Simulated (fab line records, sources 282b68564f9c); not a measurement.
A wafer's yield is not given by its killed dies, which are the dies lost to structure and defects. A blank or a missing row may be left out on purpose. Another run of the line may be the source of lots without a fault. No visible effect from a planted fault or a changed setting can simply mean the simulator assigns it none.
What tool caused it? -- flow ritCmos -- 14 lots, 42 wafers sampled, at 3 steps of a route of 202

## WHAT THE GAUGES READ, wafer by wafer
RIT_PWELL_OVL_MEAS_06. Usual: PWELL_OVL gives -0.4 nm (standard deviation 1.4).
lot,measured,on,PWELL_OVL (nm),flag
L473,day 1 23:31,overlay-02,-0.9 -3.4 -0.8,
L475,day 2 08:52,overlay-02,0.5 -1.7 -2.4,
L476,day 2 15:35,overlay-01,0.7 -0.8 1.1,
L479,day 3 11:37,overlay-01,0.6 1.4 0.7,
L483,day 4 00:22,overlay-02,-1.6 -2.5 -0.4,
L484,day 4 06:11,overlay-02,-2.3 -1.4 0.1,
L485,day 4 11:58,overlay-02,-0.5 0.7 0.0,
L486,day 4 17:31,overlay-01,-0.2 0.3 2.1,
L487,day 4 21:04,overlay-02,-0.2 -1.1 1.1,
L491,day 5 18:23,overlay-01,240.9 238.3 239.6,OFF
L493,day 6 01:57,overlay-01,1.0 2.2 2.1,
L494,day 6 07:37,overlay-01,239.8 239.3 239.9,OFF
L495,day 6 13:47,overlay-02,-0.2 -0.6 0.7,
L496,day 6 16:46,overlay-01,0.0 1.4 0.8,

## TOOL THAT RAN EACH LOT (tool first, then ch and the chambers of the sampled wafers, then the start)
lot,RIT_NWELL_SOFTBAKE_02,RIT_PWELL_EXPOSE_03
L473,"lithoTrack-01 ch 0, day 1 21:13","ilineStepper-02 ch 0, day 1 23:06"
L475,"lithoTrack-02 ch 0, day 2 06:44","ilineStepper-01 ch 0, day 2 08:26"
L476,"lithoTrack-02 ch 0, day 2 13:11","ilineStepper-01 ch 0, day 2 15:00"
L479,"lithoTrack-04 ch 0, day 3 09:20","ilineStepper-02 ch 0, day 3 11:13"
L483,"lithoTrack-01 ch 0, day 3 22:08","ilineStepper-01 ch 0, day 3 23:57"
L484,"lithoTrack-02 ch 0, day 4 03:49","ilineStepper-02 ch 0, day 4 05:46"
L485,"lithoTrack-02 ch 0, day 4 09:43","ilineStepper-01 ch 0, day 4 11:32"
L486,"lithoTrack-02 ch 0, day 4 15:14","ilineStepper-01 ch 0, day 4 17:02"
L487,"lithoTrack-01 ch 0, day 4 18:43","ilineStepper-01 ch 0, day 4 20:32"
L491,"lithoTrack-01 ch 0, day 5 16:16","ilineStepper-02 ch 0, day 5 17:58"
L493,"lithoTrack-02 ch 0, day 5 23:44","ilineStepper-01 ch 0, day 6 01:26"
L494,"lithoTrack-04 ch 0, day 6 05:25","ilineStepper-02 ch 0, day 6 07:14"
L495,"lithoTrack-01 ch 0, day 6 11:24","ilineStepper-01 ch 0, day 6 13:21"
L496,"lithoTrack-04 ch 0, day 6 14:39","ilineStepper-01 ch 0, day 6 16:20"
- RIT_NWELL_SOFTBAKE_02: time 62.78 s.
- RIT_PWELL_EXPOSE_03: exposes mask M3, target cd 43700 nm.

## AS READ BY THE TOOLS THEMSELVES (means over the sampled wafers that have a number; for cases with no such wafer, the mark the record gives instead)
RIT_NWELL_SOFTBAKE_02. Usual: plateSensorTCentreC 90.970 C, standard deviation 0.011; plateSensorTEdgeC 91.019 C, standard deviation 0.01.
lot,tool,plateSensorTCentreC (C),plateSensorTEdgeC (C),flag
L473,lithoTrack-01,90.968,91.018,
L475,lithoTrack-02,90.967,91.025,
L476,lithoTrack-02,90.977,91.024,
L479,lithoTrack-04,90.966,91.011,
L483,lithoTrack-01,90.961,91.022,
L484,lithoTrack-02,90.959,91.015,
L485,lithoTrack-02,90.971,91.019,
L486,lithoTrack-02,90.967,91.015,
L487,lithoTrack-01,90.956,91.014,
L491,lithoTrack-01,90.958,91.018,
L493,lithoTrack-02,90.954,91.014,
L494,lithoTrack-04,90.968,91.021,
L495,lithoTrack-01,90.968,91.014,
L496,lithoTrack-04,90.967,91.030,

## THE ANSWER, worked out from the rows above alone
Rule: lot off if the mean of its wafers having a number is beyond 3 standard deviations from the usual mean. A lot without any number at a reading at which 4 lots or more have one is off too. Any other lot the step has rows for is counted as sound. Order of review: gauges by route order, followed by the tools' own readings, for which a lot's mean as printed above is used. The first step at which some lot is off is used, and at that step the reading that is off furthest; a lot without a number counts as furthest.
Off: L491, L494, seen at RIT_PWELL_OVL_MEAS_06 (PWELL_OVL).
If a tool, at a process step before that reading, ran all the lots that are off and no sound lot after the first of them, it fits. Gauges at RIT_PWELL_OVL_MEAS_06: tried the same way as those tools. One fits: RIT_PWELL_EXPOSE_03 on ilineStepper-02. Its last sound lot is L484 (day 4 05:46), its first lot that is off L491 (day 5 17:58): a fault that began between those two fits.

## WHAT WAS PUT IN BY THE SIMULATOR
Scanner matching overlay: ilineStepper-02, from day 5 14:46 on, at RIT_PWELL_EXPOSE_03. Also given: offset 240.
Lots struck among those shown: L491, L494. The rule given above showed the same thing.
